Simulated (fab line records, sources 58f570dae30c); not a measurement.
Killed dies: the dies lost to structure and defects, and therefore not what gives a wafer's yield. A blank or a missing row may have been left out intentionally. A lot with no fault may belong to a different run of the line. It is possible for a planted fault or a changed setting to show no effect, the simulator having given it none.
2 desks, one fault -- flow berkeleyCmos170 -- numbers are kept per desk, each desk with only its own; the story behind them comes last

AT THE METROLOGY DESK
Means of the sampled wafers that have a number, per lot and without regard to the tool the lot ran on: this is what the gauges read. The brackets show how far a lot's mean lies from the usual mean; more than 4 standard deviations puts the lot out of limits, marked OUT.
Columns: A = PLDD_OVL at UCB170_PLDD_OVL_MEAS_07, usual -4 nm; B = SILICIDE_TI_RS at UCB170_SILICIDE_RS_MEAS_02, usual 26.2 ohm/sq; C = SILICIDE_TI_THK at UCB170_SILICIDE_THK_MEAS_03, usual 30.0 nm
lot,first seen here,A,B,C
L820,day 7 18:35,1,26.0,30.3
L825,day 8 03:55,-3,26.1,30.2
L822,day 8 04:14,1,26.5,29.8
L823,day 8 04:48,-4,25.5,30.4
L824,day 8 05:10,-7,25.9,30.6
L828,day 8 15:22,-2,25.9,30.4
L827,day 8 16:33,-6,26.0,30.4
L829,day 9 11:43,-3,26.1,29.9
L833,day 10 02:32,0,26.1,30.0
L831,day 10 02:47,-8,26.5,29.7
L832,day 10 03:02,-9,26.5,29.3
L835,day 10 15:13,1,26.2,30.1
L842,day 12 01:11,-5,60.4 (+99 or more) OUT,15.0 (-41) OUT
L843,day 12 04:28,-4,56.5 (+89) OUT,15.9 (-38) OUT
Finding of this desk: L842, L843 out of limits, first seen on L842 at day 12 18:49 (SILICIDE_TI_RS at UCB170_SILICIDE_RS_MEAS_02). L820, L825, L822, L823, L824, L828, L827, L829, L833, L831, L832, L835 stayed within limits.

TOOL OWNER'S DESK, pvdSputter-02
The tool's own readings at UCB170_SILICIDE_SPUTTER_01 (material Ti, target thk 30 nm, time 25 s): means of the sampled wafers that have a number, for each lot that ran on this tool. The brackets show how far a lot's mean lies from the usual mean; more than 4 standard deviations puts the lot out of limits, marked OUT.
Columns: A = throttleValvePct at UCB170_SILICIDE_SPUTTER_01, usual 30.0 %
lot,first seen here,A
L822,day 8 20:18,31.0
L824,day 8 21:22,30.7
L829,day 10 03:20,30.5
L831,day 10 20:10,30.9
L833,day 10 20:48,31.4
L835,day 11 06:29,30.9
L842,day 12 18:46,30.9
L843,day 12 19:15,30.5
This desk found nothing out of limits on any of the 8 lots.

TAKEN TOGETHER
On L842, L843, the metrology desk was in a position to raise an alarm at day 12 18:49.
The desk of the tool owner found nothing out of limits.
On record at the tool owner's desk: L842, L843, within its limits.
Of the lots named, all ran UCB170_SILICIDE_SPUTTER_01 on pvdSputter-02.

WHAT HAD BEEN PUT IN BY THE SIMULATOR
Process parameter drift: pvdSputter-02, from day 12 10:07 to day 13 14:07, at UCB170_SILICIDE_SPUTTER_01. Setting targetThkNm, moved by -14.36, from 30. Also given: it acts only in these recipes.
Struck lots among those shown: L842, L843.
Hours from the fault's start to each desk's first reading out of limits: the metrology desk, 9.
